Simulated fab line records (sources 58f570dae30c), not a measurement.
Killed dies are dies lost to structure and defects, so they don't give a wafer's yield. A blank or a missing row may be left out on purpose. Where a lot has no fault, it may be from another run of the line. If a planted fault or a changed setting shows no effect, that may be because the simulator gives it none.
The same fault as seen by 2 desks + flow berkeley-cmos170 + what lay behind the numbers comes last; until then each desk has only its own

== TOOL OWNER'S DESK, pvd-sputter-01 ==
The tool's own readings at UCB170_M1_SPUTTER_00 (material Al, target thk 600 nm, time 80 s): means of the sampled wafers that have a number, for each lot that ran on this tool. A lot is out of limits, marked OUT, if its mean lies more than 4 standard deviations from the usual mean; the brackets give that distance.
Columns: A = throttle-valve-pct at UCB170_M1_SPUTTER_00, usual 30.6 %
| lot  | first seen here | A    |
|------|-----------------|------|
| L429 | day 7 19:40     | 31.2 |
| L437 | day 10 03:09    | 31.0 |
| L436 | day 10 03:13    | 31.1 |
This desk's verdict: no lot among the 3 shows anything out of limits.

== AT THE METROLOGY DESK ==
Lot by lot, what the gauges showed, no matter which tool ran the lot: averages of those sampled wafers that carry a number. A lot is out of limits, marked OUT, if its mean lies more than 4 standard deviations from the usual mean; the brackets give that distance. Of its 13 readings 7 are shown: those that lie furthest out on some lot.
Columns: A = cd-nm at UCB170_CONTACT_CD_MEAS_15, usual 700.0 nm; B = cd-nm at UCB170_CONTACT_CD_MEAS_90, usual 700.2 nm; C = M1_AL_RS at UCB170_M1_RS_MEAS_01, usual 0.0483 ohm/sq; D = M1_AL_THK at UCB170_M1_THK_MEAS_02, usual 602 nm; E = cd-nm at UCB170_M1_CD_MEAS_09, usual 700.3 nm; F = V1_POLISHED_THK at UCB170_V1_THK_MEAS_04, usual 1021.0 nm; G = cd-nm at UCB170_V1_CD_MEAS_12, usual 700.0 nm
| lot  | first seen here | A     | B     | C      | D   | E     | F      | G     |
|------|-----------------|-------|-------|--------|-----|-------|--------|-------|
| L429 | day 7 18:59     | 701.3 | 701.5 | 0.0480 | 603 | 698.6 | 1023.8 | 699.1 |
| L440 | day 9 14:42     | 699.7 | 700.0 | 0.0475 | 612 | 698.8 | 1021.5 | 698.7 |
| L437 | day 10 02:02    | 698.0 | 698.1 | 0.0481 | 606 | 701.5 | 1018.9 | 700.7 |
| L436 | day 10 02:26    | 698.6 | 699.0 | 0.0486 | 599 | 698.9 | 1018.8 | 703.6 |
| L445 | day 11 06:58    | 700.0 | 699.4 | 0.0486 | 599 | 702.4 | 1020.4 | 697.8 |
| L447 | day 11 21:11    | 700.2 | 701.3 | 0.0479 | 605 | 699.2 | 1021.4 | 700.7 |
This desk's verdict: no lot among the 6 shows anything out of limits.

== BROUGHT TOGETHER ==
Nothing out of limits was seen by the tool owner's desk.
Nothing out of limits was seen by the metrology desk.

== WHAT THE SIMULATOR HAD PUT IN ==
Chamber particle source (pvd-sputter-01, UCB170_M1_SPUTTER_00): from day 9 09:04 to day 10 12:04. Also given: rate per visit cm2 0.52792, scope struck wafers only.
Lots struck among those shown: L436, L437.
